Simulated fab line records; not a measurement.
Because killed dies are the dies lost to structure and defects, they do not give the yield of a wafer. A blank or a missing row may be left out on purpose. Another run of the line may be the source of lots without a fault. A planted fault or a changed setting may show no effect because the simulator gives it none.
Matching of chambers | flow berkeley-cmos170 | rie-diel-04 running UCB170_SPACER_ETCHBACK_03: 4 sister chambers
The step etches SiO2 in CHF3/CF4/Ar, stops on Si, target depth 376 nm, time 100 s. 8 wafers are shown with their chamber, then 7 later ones without.

== WAFERS, EACH WITH ITS CHAMBER ==
wafer  | chamber | drypump-motor-current-A (A) | throttle-valve-pct (%)
L750.1 | 0       | 5.4                         | 6.53
L752.6 | 1       | 5.0                         | 6.57
L755.1 | 2       | 6.0                         | 6.28
L755.2 | 1       | 5.1                         | 6.57
L755.3 | 3       | 6.0                         | 6.45
L758.2 | 0       | 5.4                         | 6.51
L761.1 | 2       | 6.0                         | 6.28
L761.2 | 3       | 6.0                         | 6.42

== WAFERS WITHOUT THEIR CHAMBER ==
wafer  | drypump-motor-current-A (A) | throttle-valve-pct (%)
L761.6 | 5.4                         | 6.51
L767.1 | 6.0                         | 6.41
L767.5 | 5.4                         | 6.50
L767.6 | 5.1                         | 6.56
L769.2 | 5.0                         | 6.57
L769.4 | 6.0                         | 6.28
L769.6 | 5.0                         | 6.57

== THE CHAMBER EACH PASSED THROUGH ==
wafer  | from the rows above | in truth
L761.6 | 0                   | 0
L767.1 | 3                   | 3
L767.5 | 0                   | 0
L767.6 | 1                   | 1
L769.2 | 1                   | 1
L769.4 | 2                   | 2
L769.6 | 1                   | 1
7 of 7 placed correctly. Number that these rows cannot place: 0. Number placed wrongly: 0.
How it was worked out, from the rows above alone: a wafer's distance from a chamber is the root of the sum, over the readings, of the square of ((its reading less the chamber's mean) divided by the reading's scatter). The wafer belongs to the nearest chamber; if the next one is less than 2 further off, it can't be placed. The mean given for a chamber averages the wafers shown for that chamber. The scatter: take each reading less its chamber's mean, square it, sum over the shown wafers, divide by the number of wafers less the number of chambers, and take the root.
